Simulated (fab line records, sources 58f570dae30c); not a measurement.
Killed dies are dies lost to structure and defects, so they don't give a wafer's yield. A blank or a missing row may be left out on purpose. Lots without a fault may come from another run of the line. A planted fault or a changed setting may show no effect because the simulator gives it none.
Which tool did it? | flow berkeley_cmos170 | 15 lots, 45 wafers sampled, at 6 steps of a route of 331

WHAT THE GAUGES READ, wafer by wafer
UCB170_V1_OVL_MEAS_13. Usual: V1_OVL -1 nm, standard deviation 5.3.
lot  | measured     | on         | V1_OVL (nm) | flag
L691 | day 7 15:58  | overlay-02 | 1 -11 -11   |
L692 | day 8 00:08  | overlay-01 | 5 -4 2      |
L694 | day 8 11:26  | overlay-02 | -4 -4 -7    |
L697 | day 8 23:52  | overlay-01 | 1 -3 -2     |
L696 | day 9 00:26  | overlay-01 | 2 -7 -4     |
L699 | day 9 04:01  | overlay-01 | -8 -13 -7   |
L703 | day 10 05:55 | overlay-01 | -2 -3 -4    |
L704 | day 10 06:10 | overlay-01 | -6 -3 -13   |
L702 | day 10 06:17 | overlay-02 | 5 4 -7      |
L705 | day 10 06:23 | overlay-01 | -4 0 -7     |
L707 | day 11 04:18 | overlay-02 | -8 -9 -2    |
L708 | day 11 04:22 | overlay-01 | 0 -1 -2     |
L709 | day 11 05:42 | overlay-01 | 1 -10 2     |
L710 | day 11 06:26 | overlay-02 | -2 1 -7     |
L711 | day 11 21:29 | overlay-02 | -2 -4 -4    |

UCB170_V2_THK_MEAS_01. Usual: V2_TEOS_THK 2005 nm, standard deviation 31.
lot  | measured     | on            | V2_TEOS_THK (nm) | flag
L691 | day 7 19:50  | film_metro-01 | 2012 1988 1999   |
L692 | day 8 03:32  | film_metro-03 | 1961 2031 2030   |
L694 | day 8 15:22  | film_metro-01 | 1983 2022 2058   |
L697 | day 9 03:25  | film_metro-01 | 1995 1959 2040   |
L696 | day 9 04:01  | film_metro-03 | 1977 1971 1983   |
L699 | day 9 08:09  | film_metro-02 | 2032 2030 2034   |
L703 | day 10 12:02 | film_metro-02 | 1970 1995 2022   |
L704 | day 10 12:07 | film_metro-01 | 2027 2062 2055   |
L702 | day 10 11:55 | film_metro-02 | 2042 2076 2061   |
L705 | day 10 11:59 | film_metro-03 | 1987 2006 1975   |
L707 | day 11 08:10 | film_metro-03 | 1992 1994 2034   |
L708 | day 11 08:25 | film_metro-01 | 2001 2047 2042   |
L709 | day 11 09:13 | film_metro-03 | 1985 2050 1999   |
L710 | day 11 09:43 | film_metro-03 | 1944 2021 2015   |
L711 | day 12 01:07 | film_metro-03 | 2028 2022 2019   |

UCB170_V2_CD_MEAS_90: target cd 700 nm. Usual: cd_nm 700.1 nm, standard deviation 1.8.
lot  | measured     | on        | cd_nm (nm)        | flag
L691 | day 7 22:00  | cd_sem-02 | 700.5 700.2 699.8 |
L692 | day 8 05:32  | cd_sem-01 | 701.7 701.8 705.0 |
L694 | day 8 17:35  | cd_sem-02 | 700.4 699.1 700.6 |
L697 | day 9 06:00  | cd_sem-01 | - - -             | OFF
L696 | day 9 06:10  | cd_sem-02 | - - -             | OFF
L699 | day 9 10:19  | cd_sem-01 | - - -             | OFF
L703 | day 10 14:54 | cd_sem-02 | 700.0 702.3 702.8 |
L704 | day 10 15:01 | cd_sem-02 | 700.1 697.7 699.6 |
L702 | day 10 14:50 | cd_sem-02 | 699.5 699.1 698.8 |
L705 | day 10 14:32 | cd_sem-02 | 699.1 702.3 698.9 |
L707 | day 11 10:28 | cd_sem-02 | 700.8 702.0 699.7 |
L708 | day 11 11:07 | cd_sem-01 | 698.9 699.2 700.4 |
L709 | day 11 11:20 | cd_sem-02 | 696.1 698.4 699.1 |
L710 | day 11 11:55 | cd_sem-02 | 704.2 701.4 699.0 |
L711 | day 12 03:38 | cd_sem-01 | 698.7 701.0 700.5 |

WHICH TOOL RAN EACH LOT (tool, then ch and the chambers of the sampled wafers, then the start)
lot  | UCB170_V2_CMP_02              | UCB170_V2_ETCH_14                  | UCB170_V2_STRIP_15
L691 | cmp-01 ch 1,2,3, day 7 19:57  | rie_diel-01 ch 0,1,2, day 7 21:43  | plasma_asher-01 ch 0,1, day 7 21:54
L692 | cmp-02 ch 0,3, day 8 03:38    | rie_diel-02 ch 0,2,3, day 8 05:14  | plasma_asher-04 ch 0,1, day 8 05:25
L694 | cmp-01 ch 0,2, day 8 15:29    | rie_diel-03 ch 1,2,3, day 8 17:18  | plasma_asher-01 ch 0,1, day 8 17:29
L697 | cmp-02 ch 1,2,3, day 9 03:28  | rie_diel-02 ch 0,1,3, day 9 05:43  | plasma_asher-01 ch 0,1, day 9 05:54
L696 | cmp-01 ch 0,1,2, day 9 04:13  | rie_diel-03 ch 0,3, day 9 05:50    | plasma_asher-04 ch 0,1, day 9 06:03
L699 | cmp-01 ch 0,1,2, day 9 08:13  | rie_diel-02 ch 2,3, day 9 10:02    | plasma_asher-01 ch 0,1, day 9 10:13
L703 | cmp-01 ch 0,2,3, day 10 12:15 | rie_diel-02 ch 0,2, day 10 14:27   | plasma_asher-01 ch 0,1, day 10 14:38
L704 | cmp-02 ch 1,2, day 10 12:24   | rie_diel-03 ch 0,1,2, day 10 14:34 | plasma_asher-04 ch 0,1, day 10 14:45
L702 | cmp-01 ch 0,1, day 10 11:57   | rie_diel-01 ch 0,2,3, day 10 14:20 | plasma_asher-03 ch 0,1, day 10 14:27
L705 | cmp-02 ch 0,1,2, day 10 12:09 | rie_diel-02 ch 1,2,3, day 10 14:11 | plasma_asher-01 ch 0,1, day 10 14:22
L707 | cmp-02 ch 0,2, day 11 08:17   | rie_diel-02 ch 1,3, day 11 10:11   | plasma_asher-01 ch 0,1, day 11 10:22
L708 | cmp-01 ch 0,1,2, day 11 08:34 | rie_diel-03 ch 1,2,3, day 11 10:52 | plasma_asher-01 ch 0,1, day 11 11:00
L709 | cmp-02 ch 0,3, day 11 09:15   | rie_diel-01 ch 0,1, day 11 11:02   | plasma_asher-04 ch 0,1, day 11 11:14
L710 | cmp-01 ch 0,1, day 11 09:49   | rie_diel-02 ch 0,2,3, day 11 11:35 | plasma_asher-01 ch 0,1, day 11 11:49
L711 | cmp-02 ch 0,2,3, day 12 01:15 | rie_diel-01 ch 0,2,3, day 12 03:16 | plasma_asher-01 ch 0,1, day 12 03:29
- UCB170_V2_CMP_02: polishes SiO2.
- UCB170_V2_ETCH_14: etches SiO2 in CHF3/CF4/Ar, stops on Al, target depth 1250 nm, time 291 s.
- UCB170_V2_STRIP_15: strips in O2.

WHAT THE TOOLS THEMSELVES READ (means of the sampled wafers that have a number; where no wafer has one, the mark that the record gives instead)
UCB170_V2_CMP_02. Usual: motor_current_A 16.2 A, standard deviation 1.9.
lot  | tool   | motor_current_A (A) | flag
L691 | cmp-01 | 16.3                |
L692 | cmp-02 | 16.0                |
L694 | cmp-01 | 16.5                |
L697 | cmp-02 | 17.3                |
L696 | cmp-01 | 15.9                |
L699 | cmp-01 | 16.3                |
L703 | cmp-01 | 15.2                |
L704 | cmp-02 | 16.5                |
L702 | cmp-01 | 14.7                |
L705 | cmp-02 | 15.2                |
L707 | cmp-02 | 15.6                |
L708 | cmp-01 | 16.6                |
L709 | cmp-02 | 17.9                |
L710 | cmp-01 | 15.1                |
L711 | cmp-02 | 16.0                |

UCB170_V2_ETCH_14. Usual: CHF3_flow_sccm 45.02 sccm, standard deviation 0.14; cf4_flow_sccm 15.00 sccm, standard deviation 0.046; drypump_motor_current_A 5.7 A, standard deviation 0.43; oes_product_au 0.872 a.u., standard deviation 0.013; rf_fwd_power_W 698.1 W, standard deviation 2.2; throttle_valve_pct 6.93 %, standard deviation 0.17.
lot  | tool        | CHF3_flow_sccm (sccm) | cf4_flow_sccm (sccm) | drypump_motor_current_A (A) | oes_product_au (a.u.) | rf_fwd_power_W (W) | throttle_valve_pct (%) | flag
L691 | rie_diel-01 | 44.98                 | 14.98                | 5.5                         | 0.871                 | 698.8              | 6.86                   |
L692 | rie_diel-02 | 44.99                 | 15.01                | 5.6                         | 0.883                 | 697.3              | 6.79                   |
L694 | rie_diel-03 | 45.15                 | 15.01                | 5.6                         | 0.862                 | 697.3              | 7.04                   |
L697 | rie_diel-02 | -                     | -                    | -                           | -                     | -                  | -                      | OFF
L696 | rie_diel-03 | -                     | -                    | -                           | -                     | -                  | -                      | OFF
L699 | rie_diel-02 | -                     | -                    | -                           | -                     | -                  | -                      | OFF
L703 | rie_diel-02 | 45.03                 | 15.01                | 5.5                         | 0.878                 | 697.3              | 6.73                   |
L704 | rie_diel-03 | 44.93                 | 15.03                | 5.5                         | 0.862                 | 697.1              | 7.16                   |
L702 | rie_diel-01 | 44.87                 | 14.99                | 5.8                         | 0.870                 | 701.4              | 6.93                   |
L705 | rie_diel-02 | 45.11                 | 15.01                | 5.7                         | 0.869                 | 697.1              | 6.80                   |
L707 | rie_diel-02 | 45.04                 | 15.03                | 5.7                         | 0.865                 | 697.5              | 6.85                   |
L708 | rie_diel-03 | 44.97                 | 14.98                | 5.6                         | 0.866                 | 697.6              | 7.04                   |
L709 | rie_diel-01 | 44.99                 | 15.02                | 5.9                         | 0.884                 | 697.5              | 6.91                   |
L710 | rie_diel-02 | 44.89                 | 15.01                | 5.6                         | 0.878                 | 699.1              | 6.79                   |
L711 | rie_diel-01 | 44.89                 | 14.97                | 5.8                         | 0.870                 | 699.1              | 6.90                   |

UCB170_V2_STRIP_15. Usual: drypump_motor_current_A 5.94 A, standard deviation 0.29; oes_product_au 0.721 a.u., standard deviation 0.0046; strip_time_to_endpoint_s 15.36 s, standard deviation 0.16.
lot  | tool            | drypump_motor_current_A (A) | oes_product_au (a.u.) | strip_time_to_endpoint_s (s) | flag
L691 | plasma_asher-01 | 5.84                        | 0.721                 | 15.43                        |
L692 | plasma_asher-04 | 6.11                        | 0.721                 | 15.29                        |
L694 | plasma_asher-01 | 5.98                        | 0.727                 | 15.44                        |
L697 | plasma_asher-01 | 5.98                        | 0.734                 | 21.65                        | OFF
L696 | plasma_asher-04 | 5.89                        | 0.732                 | 21.67                        | OFF
L699 | plasma_asher-01 | 5.84                        | 0.733                 | 21.70                        | OFF
L703 | plasma_asher-01 | 5.82                        | 0.722                 | 15.18                        |
L704 | plasma_asher-04 | 6.12                        | 0.721                 | 15.40                        |
L702 | plasma_asher-03 | 5.75                        | 0.724                 | 15.39                        |
L705 | plasma_asher-01 | 5.83                        | 0.720                 | 15.31                        |
L707 | plasma_asher-01 | 6.00                        | 0.722                 | 15.39                        |
L708 | plasma_asher-01 | 5.83                        | 0.721                 | 15.34                        |
L709 | plasma_asher-04 | 5.89                        | 0.722                 | 15.40                        |
L710 | plasma_asher-01 | 6.00                        | 0.719                 | 15.43                        |
L711 | plasma_asher-01 | 6.02                        | 0.722                 | 15.41                        |

THE ANSWER, worked out from the rows above alone
Rule: a lot is off if the mean of its wafers that have a number lies more than 3 standard deviations from the usual mean. A lot without any number at a reading at which 4 lots or more have one is off too. The other lots that the step has rows for count as sound. The gauges are gone through in route order, then the tools' own readings, and for those a lot's mean is taken as printed above. The first step at which some lot is off is used, and at that step the reading that is off furthest; a lot without a number counts as furthest.
Off: L697, L696, L699, at UCB170_V2_CD_MEAS_90 (cd_nm). Without a number there: L697, L696, L699.
A tool fits if, at a process step before that reading, it ran every lot that is off, and no sound lot after the first of them. The gauges at UCB170_V2_CD_MEAS_90 aren't tried: what is off there is off at UCB170_V2_ETCH_14 too, on other tools, and a gauge's error can't cause that. None of those tried fits.

WHAT THE SIMULATOR HAD PUT IN
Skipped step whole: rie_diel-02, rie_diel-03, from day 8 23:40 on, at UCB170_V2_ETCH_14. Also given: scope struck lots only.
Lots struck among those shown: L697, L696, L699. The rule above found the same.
